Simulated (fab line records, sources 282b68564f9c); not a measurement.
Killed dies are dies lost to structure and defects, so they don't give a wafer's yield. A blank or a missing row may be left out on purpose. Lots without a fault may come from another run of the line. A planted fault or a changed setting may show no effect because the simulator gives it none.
fab line records | flow rit_cmos
record lots=5 wafers=23
route steps=202 shown GATE@91 PLDD@116 NSD@139 SDANNEAL@156 PSD@157 SILICIDE@162 M1@184
start_h: hours from the record's first day to the start of the lot's first wafer shown | wait_h: hours since the lot's step before | " the same as in the row above | L1.1+2: a row that stands for several wafers | - no value, or no start given | * or withheld: withheld | < > ~ a bound
route shown NAME@n: a module of which the file shows steps, and the number in the route of the first | usual: mean/standard deviation of fault-free wafers | same: alike in all rows | chamber/n: place in a boat | sites: the reading at each site | _std_site: their standard deviation | _edge_site: outer sites' mean less inner sites' | radius_mm: how far each site lies from the wafer's centre | mask NAME#n: copy n | behind: the tool/chamber that last shaped the wafer | hold: why the lot was held/for how many hours/how that ended | device: the transistor (n, p or np) that didn't switch | end of line: the same wafers' tests at the end of the route | a step without rows: its recipe alone | killed: dies lost to structure and defects at the first sort, not the wafer's yield | map: a wafer's dies, x killed, . not, _ none there
set.NAME: the setting as run; set.NAME@STEP: as run at that earlier step | model.NAME: the simulator's own value behind a step, which no gauge read
lots whose settings were changed on purpose; a table a step, a row a wafer
## steps
# step RIT_GATE_DEVELOP_15
# recipe resist=NOVOLAK develop_time_s=50 dev_temp_c=23
# columns lot.wafer tool chamber start_h wait_h set.develop_time_s
L074.2+3+4+5+6 litho_track-03 0 - - 50
L075.2+3+4+5+6 litho_track-02 0 - - 50
L076.1+3+5 litho_track-01 0 - - 55.22
L076.4+6 " 0 " " 50
L077.1+5 litho_track-01 0 - - 55.48
L077.2+3+4 " 0 " " 50
L082.3+4+5 litho_track-01 0 - - 50
# step RIT_GATE_HARDBAKE_18
# recipe resist=NOVOLAK temp_c=140 time_s=60
# step RIT_GATE_ETCH_19
# recipe chemistry=SF6/CHF3/O2 time_s=165 SF6_flow_sccm=30 CHF3_flow_sccm=30 O2_flow_sccm=5 target=poly-Si pressure_mtorr=40 rf_w=160 target_depth_a=3125 over_etch_frac=0.25 stop_on=SiO2
# usual oes_product_au=0.848/0.012
# columns lot.wafer tool chamber start_h wait_h set.temp_c@GATE_CVD_08 oes_product_au model.etch.depth_nm model.GATE.feature_depth_nm
L074.2 rie_si-01 2 40.72 0.1 602.8 0.755 212.9 212.9
L074.3 " 1 " " 602.8 0.750 - 210.3
L074.4 " 3 " " 602.8 0.730 - 210.2
L074.5 " 1 " " 602.8 0.751 212.3 212.3
L074.6 " 0 " " 602.8 0.761 - 212.1
L075.2 rie_si-02 0 44.47 0.1 610 0.845 248.5 248.5
L075.3 " 2 " " 610 0.845 250.1 250.1
L075.4 " 1 " " 610 0.839 - 249.4
L075.5 " 1 " " 610 0.837 - 253.4
L075.6 " 0 " " 610 0.845 - 250.5
L076.1 rie_si-01 2 47.55 0.1 621.2 1.008 - 316.4
L076.3 " 3 " " 621.2 0.989 315.9 315.9
L076.4 " 1 " " 621.2 0.989 - 306.9
L076.5 " 3 " " 621.2 0.967 315.6 315.6
L076.6 " 2 " " 621.2 1.023 - 317.4
L077.1 rie_si-02 0 55.89 0.1 603.5 0.767 216.6 216.6
L077.2 " 1 " " 603.5 0.769 218.1 218.1
L077.3 " 2 " " 603.5 0.780 - 218.9
L077.4 " 3 " " 603.5 0.777 - 217.7
L077.5 " 0 " " 603.5 0.761 215.3 215.3
L082.3 rie_si-01 1 77.84 0.1 610 0.846 250.3 250.3
L082.4 " 2 " " 610 0.858 250.8 250.8
L082.5 " 3 " " 610 0.823 249.8 249.8
# step RIT_PLDD_SOFTBAKE_02
# recipe resist=NOVOLAK temp_c=90 time_s=60
# columns lot.wafer tool chamber start_h wait_h set.temp_c
L074.2+3+4+5+6 litho_track-01 0 45.89 0.1 90
L075.2+3+4 litho_track-02 0 49.59 0.1 88.68
L075.5+6 " 0 " " 90
L076.1+3+4 litho_track-04 0 53.12 0.1 90
L076.5+6 " 0 " " 93.43
L077.1+2+3 litho_track-04 0 61.15 0.1 91.85
L077.4+5 " 0 " " 90
L082.3+4+5 litho_track-02 0 83.15 0.1 90
# step RIT_PLDD_EXPOSE_03
# recipe mask_id=M8 na=0.57 target_cd_nm=40900 dose_mj=250
# step RIT_PLDD_PEB_04
# recipe resist=NOVOLAK temp_c=withheld time_s=withheld
# step RIT_PLDD_DEVELOP_05
# recipe resist=NOVOLAK develop_time_s=50 dev_temp_c=23
# columns lot.wafer tool chamber start_h wait_h set.temp_c@PLDD_SOFTBAKE_02 model.NOVOLAK_of_PLDD_COAT_01.thk_nm
L074.2 litho_track-04 0 - - 90 1013
L074.3+5+6 " 0 " " 90 1016
L074.4 " 0 " " 90 1019
L075.2 litho_track-01 0 - - 88.68 1019
L075.3+4 " 0 " " 88.68 1018
L075.5 " 0 " " 90 1015
L075.6 " 0 " " 90 1017
L076.1+3+4 litho_track-02 0 - - 90 1017
L076.5 " 0 " " 93.43 1010
L076.6 " 0 " " 93.43 1009
L077.1+3 litho_track-02 0 - - 91.85 1017
L077.2 " 0 " " 91.85 1018
L077.4+5 " 0 " " 90 1022
L082.3+5 litho_track-04 0 - - 90 1014
L082.4 " 0 " " 90 1013
# step RIT_NSD_IMPLANT_08
# recipe species=P energy_kev=25 dose_cm2=1e+15 tilt_deg=7
# columns lot.wafer tool chamber start_h wait_h set.dose_cm2
L074.2+4+6 implanter-03 0 50.79 0.1 1e+15
L074.3+5 " 0 " " 1.049e+15
L075.2+3+4+5+6 implanter-03 0 54.37 0.1 1e+15
L076.1+5 implanter-02 0 57.89 0.1 1e+15
L076.3+4+6 " 0 " " 9.668e+14
L077.1+3+5 implanter-02 0 66.09 0.1 1e+15
L077.2+4 " 0 " " 9.366e+14
L082.3+4+5 implanter-03 0 87.92 0.1 1e+15
# step RIT_SDANNEAL_RTA_03
# recipe temp_c=1050 time_s=5 idle_temp_c=600 ramp_up_c_per_s=342 ramp_down_c_per_s=171 cool_to_c=600 ambient=N2
# columns lot.wafer tool chamber start_h wait_h set.time_s
L074.2+3 rtp_anneal-02 0 53.09 0.0 5
L074.4+5+6 " 0 " " 5.702
L075.2+5 rtp_anneal-01 0 56.75 0.0 5
L075.3+4+6 " 0 " " 4.808
L076.1+5+6 rtp_anneal-02 0 60.06 0.0 5
L076.3+4 " 0 " " 5.365
L077.1+2+3+4+5 rtp_anneal-01 0 68.28 0.0 5
L082.3+4+5 rtp_anneal-02 0 90.21 0.0 5
# step RIT_SDANNEAL_RS_MEAS_04
# recipe thk_meas_gauge=four-point-probe
# usual PSD_RS=116.72/0.27
# columns lot.wafer tool chamber start_h wait_h set.time_s@SDANNEAL_RTA_03 PSD_RS[ohm/sq]
L074.2 film_metro-04 - 53.16 0.1 5 116.90
L074.3 " - " " 5 116.84
L074.4 " - " " 5.702 115.15
L074.5 " - " " 5.702 115.23
L074.6 " - " " 5.702 115.23
L075.2 film_metro-03 - 56.82 0.1 5 116.39
L075.3 " - " " 4.808 117.10
L075.4 " - " " 4.808 116.92
L075.5 " - " " 5 116.78
L075.6 " - " " 4.808 116.70
L076.1 film_metro-03 - 60.12 0.0 5 117.22
L076.3 " - " " 5.365 115.53
L076.4 " - " " 5.365 115.71
L076.5 " - " " 5 117.19
L076.6 " - " " 5 117.07
L077.1 film_metro-03 - 68.34 0.0 5 116.67
L077.2 " - " " 5 116.77
L077.3 " - " " 5 116.90
L077.4 " - " " 5 116.87
L077.5 " - " " 5 116.90
L082.3 film_metro-03 - 90.29 0.1 5 116.41
L082.4 " - " " 5 117.00
L082.5 " - " " 5 116.43
# step RIT_SDANNEAL_RS_MEAS_05
# recipe thk_meas_gauge=four-point-probe
# usual NSD_RS=84.4/0.4
# columns lot.wafer tool chamber start_h wait_h set.dose_cm2@NSD_IMPLANT_08 NSD_RS[ohm/sq]
L074.2 film_metro-04 - 53.28 0.1 1e+15 85.0
L074.3 " - " " 1.049e+15 81.5
L074.4 " - " " 1e+15 84.5
L074.5 " - " " 1.049e+15 81.2
L074.6 " - " " 1e+15 84.3
L075.2 film_metro-03 - 56.94 0.1 1e+15 84.3
L075.3 " - " " 1e+15 83.9
L075.4 " - " " 1e+15 83.9
L075.5 " - " " 1e+15 84.1
L075.6 " - " " 1e+15 84.2
L076.1 film_metro-03 - 60.24 0.1 1e+15 84.6
L076.3 " - " " 9.668e+14 86.5
L076.4 " - " " 9.668e+14 86.4
L076.5 " - " " 1e+15 84.4
L076.6 " - " " 9.668e+14 86.8
L077.1 film_metro-03 - 68.46 0.1 1e+15 84.7
L077.2 " - " " 9.366e+14 89.2
L077.3 " - " " 1e+15 84.9
L077.4 " - " " 9.366e+14 89.4
L077.5 " - " " 1e+15 84.9
L082.3 film_metro-03 - 90.41 0.1 1e+15 83.9
L082.4 " - " " 1e+15 83.8
L082.5 " - " " 1e+15 83.5
# step RIT_SILICIDE_SPUTTER_01
# recipe material=Ti target_thk_nm=30 power_w=350 chamber_pressure_pa=0.667 gas=Ar time_s=240 substrate_temp_c=25
# columns lot.wafer tool chamber start_h wait_h set.time_s model.Ti_of_SILICIDE_SPUTTER_01.thk_nm
L074.2 pvd_sputter-03 - 53.63 0.0 253.8 31.44
L074.3 " - " " 253.8 32.13
L074.4 " - " " 240 30.44
L074.5 " - " " 240 30.46
L074.6 " - " " 253.8 32.24
L075.2 pvd_sputter-03 - 57.29 0.0 259.1 32.64
L075.3 " - " " 240 30.14
L075.4 " - " " 240 29.9
L075.5 " - " " 240 30.13
L075.6 " - " " 259.1 31.88
L076.1 pvd_sputter-04 - 60.61 0.0 240 29.23
L076.3 " - " " 240 29.98
L076.4 " - " " 240 29.65
L076.5 " - " " 240 29.48
L076.6 " - " " 240 29.85
L077.1 pvd_sputter-03 - 68.83 0.0 206.4 24.92
L077.2 " - " " 206.4 25.33
L077.3 " - " " 240 29.41
L077.4 " - " " 240 29.26
L077.5 " - " " 240 28.97
L082.3 pvd_sputter-04 - 90.74 0.0 240 30.37
L082.4 " - " " 240 30.71
L082.5 " - " " 240 30.41
# step RIT_SILICIDE_RS_MEAS_02
# recipe thk_meas_gauge=four-point-probe reads=Ti_of_SILICIDE_SPUTTER_01
# usual SILICIDE_TI_RS=48.2/0.78
# columns lot.wafer tool chamber start_h wait_h set.time_s@SILICIDE_SPUTTER_01 SILICIDE_TI_RS[ohm/sq]
L074.2 film_metro-04 - 53.80 0.1 253.8 45.2
L074.3 " - " " 253.8 44.1
L074.4 " - " " 240 47.1
L074.5 " - " " 240 47.0
L074.6 " - " " 253.8 43.7
L075.2 film_metro-01 - 57.46 0.1 259.1 43.2
L075.3 " - " " 240 47.6
L075.4 " - " " 240 48.0
L075.5 " - " " 240 47.7
L075.6 " - " " 259.1 44.3
L076.1 film_metro-01 - 60.76 0.1 240 49.5
L076.3 " - " " 240 47.9
L076.4 " - " " 240 48.7
L076.5 " - " " 240 48.9
L076.6 " - " " 240 48.2
L077.1 film_metro-02 - 68.98 0.1 206.4 60.5
L077.2 " - " " 206.4 59.2
L077.3 " - " " 240 49.0
L077.4 " - " " 240 49.3
L077.5 " - " " 240 50.0
L082.3 film_metro-02 - 90.93 0.1 240 47.1
L082.4 " - " " 240 46.4
L082.5 " - " " 240 47.0
# step RIT_SILICIDE_THK_MEAS_03
# recipe thk_meas_gauge=xrf reads=Ti_of_SILICIDE_SPUTTER_01
# usual SILICIDE_TI_THK=29.7/0.4
# columns lot.wafer tool chamber start_h wait_h set.time_s@SILICIDE_SPUTTER_01 SILICIDE_TI_THK[nm]
L074.2 film_metro-04 - 53.91 0.1 253.8 31.1
L074.3 " - " " 253.8 32.0
L074.4 " - " " 240 30.2
L074.5 " - " " 240 30.2
L074.6 " - " " 253.8 32.0
L075.2 film_metro-01 - 57.57 0.1 259.1 32.5
L075.3 " - " " 240 30.1
L075.4 " - " " 240 29.7
L075.5 " - " " 240 30.1
L075.6 " - " " 259.1 31.9
L076.1 film_metro-01 - 60.88 0.1 240 29.2
L076.3 " - " " 240 29.7
L076.4 " - " " 240 29.8
L076.5 " - " " 240 29.3
L076.6 " - " " 240 29.8
L077.1 film_metro-02 - 69.10 0.1 206.4 24.7
L077.2 " - " " 206.4 25.2
L077.3 " - " " 240 29.2
L077.4 " - " " 240 29.2
L077.5 " - " " 240 28.8
L082.3 film_metro-02 - 91.03 0.1 240 30.1
L082.4 " - " " 240 30.4
L082.5 " - " " 240 30.2
# step RIT_M1_SPUTTER_00
# recipe material=Al target_thk_nm=400 power_w=2000 chamber_pressure_pa=0.4 gas=Ar time_s=500 substrate_temp_c=25
# columns lot.wafer tool chamber start_h wait_h set.time_s model.Al_of_M1_SPUTTER_00.thk_nm
L074.2 pvd_sputter-04 - 56.45 0.0 500 404.2
L074.3 " - " " 538.5 429.7
L074.4 " - " " 538.5 429.4
L074.5 " - " " 500 398.6
L074.6 " - " " 538.5 430.2
L075.2 pvd_sputter-02 - 60.02 0.0 500 405.9
L075.3 " - " " 500 406.6
L075.4 " - " " 550.6 435.4
L075.5 " - " " 550.6 445.8
L075.6 " - " " 550.6 437.5
L076.1 pvd_sputter-02 - 63.80 0.0 431.2 356
L076.3 " - " " 500 402.5
L076.4 " - " " 431.2 358.6
L076.5 " - " " 500 409.8
L076.6 " - " " 431.2 359.3
L077.1 pvd_sputter-04 - 71.57 0.0 500 394.6
L077.2 " - " " 500 401.1
L077.3 " - " " 470.7 372.2
L077.4 " - " " 470.7 374
L077.5 " - " " 500 397.2
L082.3 pvd_sputter-02 - 93.77 0.0 500 407.4
L082.4 " - " " 500 410.9
L082.5 " - " " 500 406.7
# step RIT_M1_RS_MEAS_01
# recipe thk_meas_gauge=four-point-probe reads=Al_of_M1_SPUTTER_00
# usual M1_AL_RS=0.0730/0.0011
# columns lot.wafer tool chamber start_h wait_h set.time_s@M1_SPUTTER_00 M1_AL_RS[ohm/sq]
L074.2 film_metro-04 - 56.77 0.2 500 0.0727
L074.3 " - " " 538.5 0.0682
L074.4 " - " " 538.5 0.0682
L074.5 " - " " 500 0.0737
L074.6 " - " " 538.5 0.0683
L075.2 film_metro-04 - 60.33 0.2 500 0.0725
L075.3 " - " " 500 0.0721
L075.4 " - " " 550.6 0.0675
L075.5 " - " " 550.6 0.0658
L075.6 " - " " 550.6 0.0670
L076.1 film_metro-03 - 64.09 0.1 431.2 0.0823
L076.3 " - " " 500 0.0730
L076.4 " - " " 431.2 0.0819
L076.5 " - " " 500 0.0715
L076.6 " - " " 431.2 0.0820
L077.1 film_metro-02 - 71.87 0.1 500 0.0744
L077.2 " - " " 500 0.0733
L077.3 " - " " 470.7 0.0790
L077.4 " - " " 470.7 0.0787
L077.5 " - " " 500 0.0739
L082.3 film_metro-04 - 94.10 0.2 500 0.0721
L082.4 " - " " 500 0.0715
L082.5 " - " " 500 0.0722
# step RIT_M1_THK_MEAS_02
# recipe thk_meas_gauge=xrf reads=Al_of_M1_SPUTTER_00
# usual M1_AL_THK=400/5.3
# columns lot.wafer tool chamber start_h wait_h set.time_s@M1_SPUTTER_00 M1_AL_THK[nm]
L074.2 film_metro-04 - 56.88 0.1 500 402
L074.3 " - " " 538.5 431
L074.4 " - " " 538.5 429
L074.5 " - " " 500 397
L074.6 " - " " 538.5 427
L075.2 film_metro-04 - 60.44 0.1 500 406
L075.3 " - " " 500 403
L075.4 " - " " 550.6 434
L075.5 " - " " 550.6 442
L075.6 " - " " 550.6 435
L076.1 film_metro-03 - 64.21 0.1 431.2 351
L076.3 " - " " 500 400
L076.4 " - " " 431.2 355
L076.5 " - " " 500 406
L076.6 " - " " 431.2 356
L077.1 film_metro-02 - 71.99 0.1 500 393
L077.2 " - " " 500 398
L077.3 " - " " 470.7 372
L077.4 " - " " 470.7 372
L077.5 " - " " 500 396
L082.3 film_metro-04 - 94.20 0.1 500 406
L082.4 " - " " 500 407
L082.5 " - " " 500 405
# step RIT_M1_SOFTBAKE_05
# recipe resist=NOVOLAK temp_c=90 time_s=60
# columns lot.wafer tool chamber start_h wait_h set.temp_c
L074.2+3+4+5+6 litho_track-04 0 57.25 0.1 90
L075.2+4+6 litho_track-01 0 60.82 0.1 90
L075.3+5 " 0 " " 92.86
L076.1+3+4+5+6 litho_track-04 0 64.57 0.1 90
L077.1+5 litho_track-04 0 72.44 0.1 86.47
L077.2+3+4 " 0 " " 90
L082.3+4+5 litho_track-02 0 94.59 0.1 90
# step RIT_M1_EXPOSE_06
# recipe mask_id=M12 na=0.6 source_shape=conventional sigma_outer=0.5 target_cd_nm=2600 dose_mj=250
# step RIT_M1_PEB_07
# recipe resist=NOVOLAK temp_c=withheld time_s=withheld
# step RIT_M1_DEVELOP_08
# recipe resist=NOVOLAK develop_time_s=68 dev_temp_c=23
# columns lot.wafer tool chamber start_h wait_h set.temp_c@M1_SOFTBAKE_05 model.NOVOLAK_of_M1_COAT_04.thk_nm
L074.2 litho_track-04 0 - - 90 1312
L074.3+4+6 " 0 " " 90 -
L074.5 " 0 " " 90 1310
L075.2 litho_track-02 0 - - 90 1300
L075.3 " 0 " " 92.86 1292
L075.4+6 " 0 " " 90 -
L075.5 " 0 " " 92.86 -
L076.1+4+6 litho_track-04 0 - - 90 -
L076.3 " 0 " " 90 1316
L076.5 " 0 " " 90 1317
L077.1 litho_track-02 0 - - 86.47 1315
L077.2 " 0 " " 90 1308
L077.3+4 " 0 " " 90 -
L077.5 " 0 " " 86.47 1317
L082.3 litho_track-04 0 - - 90 1309
L082.4 " 0 " " 90 1307
L082.5 " 0 " " 90 1310
# step RIT_M1_HARDBAKE_11
# recipe resist=NOVOLAK temp_c=140 time_s=120
# columns lot.wafer tool chamber start_h wait_h set.temp_c
L074.2+4 litho_track-02 0 58.00 0.1 140
L074.3+5+6 " 0 " " 142.3
L075.2+3+4 litho_track-04 0 61.69 0.1 138.3
L075.5+6 " 0 " " 140
L076.1+3+6 litho_track-02 0 65.44 0.0 140
L076.4+5 " 0 " " 138.4
L077.1+3 litho_track-02 0 73.30 0.0 138.6
L077.2+4+5 " 0 " " 140
L082.3+4+5 litho_track-04 0 95.36 0.1 140
# step RIT_M1_METAL_ETCH_12
# recipe stop_on=SiO2 chemistry=Cl2/BCl3 target=Al time_s=165 over_etch_frac=0.4654 pressure_mtorr=100 target_depth_a=6000 rf_w=250 Cl2_flow_sccm=60 bcl3_flow_sccm=50
# usual oes_product_au=0.796/0.011
# columns lot.wafer tool chamber start_h wait_h set.time_s@M1_SPUTTER_00 oes_product_au
L074.2 rie_metal-02 1 58.21 0.2 500 0.801
L074.3 " 0 " " 538.5 0.821
L074.4 " 1 " " 538.5 0.824
L074.5 " 1 " " 500 0.794
L074.6 " 0 " " 538.5 0.825
L075.2 rie_metal-04 0 61.89 0.2 500 0.808
L075.3 " 1 " " 500 0.813
L075.4 " 0 " " 550.6 0.833
L075.5 " 1 " " 550.6 0.860
L075.6 " 0 " " 550.6 0.844
L076.1 rie_metal-03 0 65.69 0.2 431.2 0.739
L076.3 " 0 " " 500 0.795
L076.4 " 1 " " 431.2 0.736
L076.5 " 1 " " 500 0.792
L076.6 " 0 " " 431.2 0.743
L077.1 rie_metal-02 0 73.55 0.2 500 0.781
L077.2 " 1 " " 500 0.803
L077.3 " 1 " " 470.7 0.753
L077.4 " 0 " " 470.7 0.753
L077.5 " 1 " " 500 0.792
L082.3 rie_metal-03 0 95.58 0.2 500 0.803
L082.4 " 1 " " 500 0.796
L082.5 " 1 " " 500 0.798
## key
split step=RIT_GATE_DEVELOP_15 setting=develop_time_s stated=50 by=wafer
response none clear
split step=RIT_PLDD_SOFTBAKE_02 setting=temp_c stated=90 by=wafer
response step=RIT_PLDD_DEVELOP_05 reading=model.NOVOLAK_of_PLDD_COAT_01.thk_nm change=-1.97 per=1% r=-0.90
split step=RIT_NSD_IMPLANT_08 setting=dose_cm2 stated=1e+15 by=wafer
response step=RIT_SDANNEAL_RS_MEAS_05 reading=NSD_RS change=-0.677 per=1% r=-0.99
split step=RIT_SDANNEAL_RTA_03 setting=time_s stated=5 by=wafer
response step=RIT_SDANNEAL_RS_MEAS_04 reading=PSD_RS change=-0.135 per=1% r=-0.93
split step=RIT_SILICIDE_SPUTTER_01 setting=time_s stated=240 by=wafer
response step=RIT_SILICIDE_SPUTTER_01 reading=model.Ti_of_SILICIDE_SPUTTER_01.thk_nm change=+0.285 per=1% r=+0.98
response step=RIT_SILICIDE_RS_MEAS_02 reading=SILICIDE_TI_RS change=-0.662 per=1% r=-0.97
response step=RIT_SILICIDE_THK_MEAS_03 reading=SILICIDE_TI_THK change=+0.287 per=1% r=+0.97
split step=RIT_M1_SPUTTER_00 setting=time_s stated=500 by=wafer
response step=RIT_M1_SPUTTER_00 reading=model.Al_of_M1_SPUTTER_00.thk_nm change=+3.53 per=1% r=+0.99
response step=RIT_M1_RS_MEAS_01 reading=M1_AL_RS change=-0.000673 per=1% r=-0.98
response step=RIT_M1_THK_MEAS_02 reading=M1_AL_THK change=+3.55 per=1% r=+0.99
response step=RIT_M1_METAL_ETCH_12 reading=oes_product_au change=+0.00395 per=1% r=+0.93
split step=RIT_M1_SOFTBAKE_05 setting=temp_c stated=90 by=wafer
response step=RIT_M1_DEVELOP_08 reading=model.NOVOLAK_of_M1_COAT_04.thk_nm change=-2.25 per=1% r=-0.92
split step=RIT_M1_HARDBAKE_11 setting=temp_c stated=140 by=wafer
response none clear
split outside_this_file step=RIT_GATE_CVD_08 setting=temp_c
# split outside_this_file: this setting was split too, and the file shows its column; the key of that split is in another file
